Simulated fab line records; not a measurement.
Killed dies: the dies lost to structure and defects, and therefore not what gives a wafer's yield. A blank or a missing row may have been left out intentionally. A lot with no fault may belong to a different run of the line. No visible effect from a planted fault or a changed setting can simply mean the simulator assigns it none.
A lot that was struck, set against a sound lot | flow rit cmos | 15 out of 202 route steps
Sound: wafers L232.3, L232.4, L232.6. Wafers struck: L229.1, L229.4, L229.6. The cause is named last.
Each step with rows lists, per side, the tool, then ch with its chambers, then its first start. Under that, the readings that differ: sound wafers | struck wafers | difference of the means | sigmas: that difference in standard deviations of wafers without a fault.
alike: a reading whose means differ by less than 2 such deviations, as well as words and numbers matching on both sides. not compared: withheld readings; readings where some wafer has no value; bounds like >300 that might hide an equal value; numbers whose values overlap and for which the record gives no deviation.
The two part at a step that has a row with sigmas, a row that says differs or no value, or rows on one side only. Non-overlapping numbers with no deviation appear without sigmas and do not part them. A reading missing from all wafers of one side parts the sides only when that side holds two or more wafers.

first, 1 step without rows for these wafers: RIT_PRETRO_DEVELOP_05 (develop time 68 s).
RIT_PRETRO_OVL_MEAS_06:
  sound: overlay-01 at day 4 02:29; struck: overlay-01 at day 3 09:10
  alike: PRETRO_OVL
then, 2 steps without rows for these wafers: RIT_PRETRO_HARDBAKE_07 (time 120 s); RIT_PRETRO_IMPLANT_08.
RIT_PRETRO_STRIP_09: strips in O2, time 180 s.
  sound on plasma asher-03 ch 0,1, day 4 02:58; struck on plasma asher-04 ch 0,1, day 3 09:37
  alike: drypump motor current A
  not compared: rf hours counter h
RIT_PRETRO_TW_MEAS_10:
  sound: film metro-02 at day 4 03:06; struck: film metro-03 at day 3 09:47
  reading   | sound       | struck      | difference | sigmas
  PRETRO_TW | 469 470 471 | 483 484 483 | +13        | +2
then, 5 steps without rows for these wafers: RIT_GATE_WET_ETCH_00 (etches SiO2 in BOE, target depth 56 nm, time 60 s); RIT_GATE_CLEAN_01 (cleans in SC1, time 600 s); RIT_GATE_CLEAN_02 (cleans in dHF, time 30.91 s); RIT_GATE_CLEAN_03 (cleans in SC2, time 600 s); RIT_GATE_CLEAN_04 (cleans in dHF, time 60 s).
RIT_FOX2_THK_MEAS_91:
  sound: film metro-03 at day 4 03:38; struck: film metro-04 at day 3 10:17
  alike: FIELD_OXIDE_LEFT_2_THK
RIT_GATE_OXIDATION_05: target thk 3 nm, ox time 270 s.
  sound on furnace-02 ch 0, day 4 03:41; struck on furnace-03 ch 0, day 3 10:20
  reading                                     | sound                | struck               | difference | sigmas
  spike tc centre C (C)                       | 902.9 902.6 900.1    | 897.9 895.6 897.2    | -5.0       | -4
  spike tc source C (C)                       | 922.6 923.6 925.6    | 920.4 920.1 922.4    | -3.0       | -2
  tube center temp C (C)                      | 899.94 899.96 900.02 | 895.04 894.95 894.97 | -4.99      | -62
  tube_center_temp_C_max                      | 902.2 902.2 901.6    | 897.4 897.4 897.2    | -4.7       | -12
  model.SiO2_of_GATE_OXIDATION_05.thk nm (nm) | 2.838 2.855 2.844    | 2.868 2.859 2.921    | +0.037     |
then, 1 step without rows for these wafers: RIT_GATE_ANNEAL_06 (time 600 s).
RIT_M1_PROBE_99:
  sound: prober-01 at day 5 04:05; struck: prober-02 at day 4 11:40
  reading                             | sound             | struck            | difference | sigmas
  model.etest.pmos_0p3.r on ohm um    | 6300 6223 6177    | 6052 5953 6130    | -188       |
  model.etest.nmos narrow.drive ua um | 238.2 235.1 237   | 251.3 252.9 241.6 | +11.8      |
  model.etest.nmos_0p3.drive ua um    | 235.9 237.6 238.5 | 245 246.2 239.2   | +6         |
  model.etest.pmos narrow.drive ua um | 105.2 104 105     | 109.6 110.6 106.6 | +4.2       |
  model.etest.nmos_0p15.swing mv dec  | 83.67 83.95 83.72 | 85.4 85.24 85.87  | +1.7       |
  model.etest.pmos_0p15.swing mv dec  | 81.87 82.45 82.25 | 83.31 83.58 84.09 | +1.47      |
  alike: killed at contacts, killed at front end, killed dies, killed open, killed short
  not compared: model.etest.pmos_0p3.drive ua um, model.etest.pmos_0p15.gate log10 a cm2

## WHERE THEY PART
First at RIT_PRETRO_TW_MEAS_10; last, within this record, at RIT_GATE_OXIDATION_05. Later steps at which nothing parts them and some readings are alike: RIT_M1_PROBE_99.

WHY: whatever the simulator had introduced
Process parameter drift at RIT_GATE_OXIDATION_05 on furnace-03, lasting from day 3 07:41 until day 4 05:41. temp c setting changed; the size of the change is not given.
